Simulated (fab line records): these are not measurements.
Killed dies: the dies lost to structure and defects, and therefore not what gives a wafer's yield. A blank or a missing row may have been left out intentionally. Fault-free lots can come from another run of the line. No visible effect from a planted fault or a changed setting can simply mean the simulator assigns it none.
Which of the tools did it? / flow rit-cmos / 7 lots with 21 wafers sampled at 3 steps, on a route of 202 steps

## WHAT THE GAUGES SHOWED, per wafer
RIT_SDANNEAL_RS_MEAS_07: measures by four-point-probe.
lot=L109; measured=day 3 18:06; on=film-metro-04; NLDD_RS (ohm/sq)=151.5 151.4 151.3
lot=L111; measured=day 4 03:49; on=film-metro-02; NLDD_RS (ohm/sq)=152.0 152.0 152.3
lot=L113; measured=day 4 16:30; on=film-metro-04; NLDD_RS (ohm/sq)=151.5 152.1 152.0
lot=L118; measured=day 5 14:01; on=film-metro-01; NLDD_RS (ohm/sq)=152.2 152.1 152.5
lot=L121; measured=day 6 06:05; on=film-metro-04; NLDD_RS (ohm/sq)=159.1 158.2 159.1
lot=L125; measured=day 6 21:19; on=film-metro-01; NLDD_RS (ohm/sq)=153.0 152.2 152.3
lot=L130; measured=day 8 01:10; on=film-metro-04; NLDD_RS (ohm/sq)=151.3 152.0 151.9

## WHICH TOOL RAN EACH LOT (tool, then ch and the chambers of the sampled wafers, then the start)
lot=L109; RIT_PWELL_STRIP_09=plasma-asher-01 ch 0,1, day 2 10:49; RIT_NLDD_IMPLANT_08=implanter-03 ch 0, day 3 09:33
lot=L111; RIT_PWELL_STRIP_09=plasma-asher-03 ch 0,1, day 2 20:09; RIT_NLDD_IMPLANT_08=implanter-03 ch 0, day 3 19:39
lot=L113; RIT_PWELL_STRIP_09=plasma-asher-01 ch 0,1, day 3 06:41; RIT_NLDD_IMPLANT_08=implanter-04 ch 0, day 4 06:19
lot=L118; RIT_PWELL_STRIP_09=plasma-asher-03 ch 0,1, day 4 08:03; RIT_NLDD_IMPLANT_08=implanter-04 ch 0, day 5 05:36
lot=L121; RIT_PWELL_STRIP_09=plasma-asher-04 ch 0,1, day 5 00:07; RIT_NLDD_IMPLANT_08=implanter-04 ch 0, day 5 21:28
lot=L125; RIT_PWELL_STRIP_09=plasma-asher-04 ch 0,1, day 5 17:20; RIT_NLDD_IMPLANT_08=implanter-02 ch 0, day 6 13:21
lot=L130; RIT_PWELL_STRIP_09=plasma-asher-03 ch 0,1, day 6 21:03; RIT_NLDD_IMPLANT_08=implanter-03 ch 0, day 7 17:08
- RIT_PWELL_STRIP_09: strips in O2, time 180 s.
- RIT_NLDD_IMPLANT_08

## THE ANSWER, worked out from the rows above alone
Rule: usual is defined by the lots themselves. The widest of any qualifying gaps counts: lots, ordered by their means at a reading, are off when they make up no more than a third of the lots, leave a main group of 4 or more, and stand apart from it by 3 or more times the standard deviation of that group's means. The tables above print the reading to a certain number of digits; a main group whose means all agree to those digits is not used. A lot without any number at a reading at which 4 lots or more have one is off too. Where the step has rows for the other lots, those lots are counted as sound.
Off: L121, at RIT_SDANNEAL_RS_MEAS_07 (NLDD_RS). Main group: mean 152.0 ohm/sq, sd 0.36.
A tool fits if, at a process step before that reading, it ran every lot that is off, and no sound lot after the first of them. Those tools and the gauges at RIT_SDANNEAL_RS_MEAS_07 are tried in the same way. One fits: implanter-04 at RIT_NLDD_IMPLANT_08. Its last sound lot is L118 (day 5 05:36), its first lot that is off L121 (day 5 21:28): a fault that began between those two fits.

## WHAT THE SIMULATOR PUT IN
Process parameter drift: implanter-04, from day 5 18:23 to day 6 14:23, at RIT_NLDD_IMPLANT_08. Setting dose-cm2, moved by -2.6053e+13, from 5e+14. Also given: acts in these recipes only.
Shown lots that were struck: L121. The rule above reached the same finding.
